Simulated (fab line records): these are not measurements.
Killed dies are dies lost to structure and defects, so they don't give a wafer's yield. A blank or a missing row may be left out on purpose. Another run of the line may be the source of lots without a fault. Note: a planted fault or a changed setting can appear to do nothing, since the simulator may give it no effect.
Which tool is to blame?    flow ritCmos    14 lots, 42 wafers sampled, at 2 steps of a route of 202

## WHAT THE GAUGES READ, wafer by wafer
The record holds no reading of a measuring or inspecting step that can be judged against a usual standard deviation.

## WHICH TOOL RAN EACH LOT (tool, then ch and the chambers of the sampled wafers, then the start)
lot   RIT_SPACER_ETCHBACK_05            RIT_M1_PROBE_99
L389  rieDiel-03 ch 1,2,3, day 2 21:28  -
L390  rieDiel-03 ch 1,2,3, day 3 04:55  -
L391  rieDiel-01 ch 1,2, day 3 09:18    -
L392  rieDiel-01 ch 0,1,2, day 3 13:55  prober-02, day 4 01:34
L393  rieDiel-04 ch 1,2,3, day 3 19:14  -
L394  rieDiel-04 ch 0,1,2, day 4 02:29  -
L395  rieDiel-01 ch 0,1,3, day 4 05:12  -
L396  rieDiel-03 ch 0,2,3, day 4 14:01  -
L400  rieDiel-03 ch 0,1, day 5 04:42    -
L401  rieDiel-01 ch 1,2,3, day 5 09:10  -
L403  rieDiel-01 ch 1,2,3, day 5 20:53  prober-01, day 6 08:08
L409  rieDiel-04 ch 0,3, day 7 05:48    prober-01, day 7 16:53
L410  rieDiel-03 ch 0,3, day 7 08:56    -
L411  rieDiel-03 ch 1,2, day 7 13:56    prober-01, day 8 00:44
- RIT_SPACER_ETCHBACK_05: etches Si3N4 in SF6/CHF3, stops on SiO2, target depth 250 nm, time 240 s.
- RIT_M1_PROBE_99

## WHAT THE TOOLS THEMSELVES READ (means of the sampled wafers that have a number; where no wafer has one, the mark that the record gives instead)
RIT_SPACER_ETCHBACK_05. Usual: CHF3_flow_sccm 30.00 sccm, standard deviation 0.084; drypumpMotorCurrentA 5.6 A, standard deviation 0.37; oesProductAu 0.844 a.u., standard deviation 0.016; runLengthS 268.1 s, standard deviation 0.57; throttleValvePct 10.40 %, standard deviation 0.12.
lot   tool        CHF3_flow_sccm (sccm)  drypumpMotorCurrentA (A)  oesProductAu (a.u.)  runLengthS (s)  throttleValvePct (%)  flag
L389  rieDiel-03  30.01                  5.5                       0.832                268.0           10.33                 
L390  rieDiel-03  30.12                  5.5                       0.816                268.1           10.33                 
L391  rieDiel-01  30.01                  5.5                       0.852                268.5           10.33                 
L392  rieDiel-01  29.94                  5.6                       0.855                268.6           10.39                 
L393  rieDiel-04  29.94                  5.5                       0.854                267.8           10.51                 
L394  rieDiel-04  30.03                  5.8                       0.851                268.1           10.48                 
L395  rieDiel-01  30.07                  5.5                       0.838                268.3           10.33                 
L396  rieDiel-03  29.92                  5.4                       0.834                268.4           10.40                 
L400  rieDiel-03  30.00                  5.8                       0.838                267.9           10.34                 
L401  rieDiel-01  30.03                  5.6                       0.828                284.7           10.34                 OFF
L403  rieDiel-01  29.97                  5.6                       0.820                284.8           10.33                 OFF
L409  rieDiel-04  29.93                  5.9                       0.849                268.4           10.53                 
L410  rieDiel-03  29.98                  5.3                       0.821                268.0           10.48                 
L411  rieDiel-03  29.88                  5.5                       0.831                268.7           10.24                 

RIT_M1_PROBE_99. Usual: killed_at_M0_to_M3 0.0, standard deviation 0.14; killedAtContacts 0.1, standard deviation 0.27; killedAtFrontEnd 7.2, standard deviation 2.9; killedDies 7.3, standard deviation 2.9; killedOpen 3.6, standard deviation 1.9; killedShort 3.8, standard deviation 1.9.
lot   tool       killed_at_M0_to_M3  killedAtContacts  killedAtFrontEnd  killedDies  killedOpen  killedShort  flag
L392  prober-02  0.0                 0.0               8.7               8.7         4.0         4.7          
L403  prober-01  0.0                 0.0               7.3               7.3         4.3         3.0          
L409  prober-01  0.0                 0.0               5.3               5.3         1.7         3.7          
L411  prober-01  0.0                 0.0               9.3               9.3         5.3         4.0          

## THE ANSWER, worked out from the rows above alone
Rule: lot off if the mean of its wafers having a number is beyond 3 standard deviations from the usual mean. Also off: a lot with no number at a reading for which 4 or more lots have one. Where the step has rows for the other lots, those lots are counted as sound. First the gauges in route order, then the tools' own readings, where a lot's mean is used as printed above. The first step at which some lot is off is used, and at that step the reading that is off furthest; a lot without a number counts as furthest.
Off at RIT_SPACER_ETCHBACK_05 (runLengthS): L401, L403.
If a tool, at that step or one of the process steps before it, ran each lot that is off and ran no sound lot following the first of them, it fits. One fits: RIT_SPACER_ETCHBACK_05 on rieDiel-01. A fault onset in the window from L395 (day 4 05:12, its last sound lot) to L401 (day 5 09:10, its first lot off) fits.
The tool's own readings at RIT_SPACER_ETCHBACK_05 bear it out: on the lots that are off they differ by more than 5 times the standard deviation of the sound lots' means. runLengthS reads 284.8 s there against 268.2 s on the sound lots.

## WHAT THE SIMULATOR PUT IN
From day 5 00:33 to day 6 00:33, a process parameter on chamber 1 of rieDiel-01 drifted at RIT_SPACER_ETCHBACK_05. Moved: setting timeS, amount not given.
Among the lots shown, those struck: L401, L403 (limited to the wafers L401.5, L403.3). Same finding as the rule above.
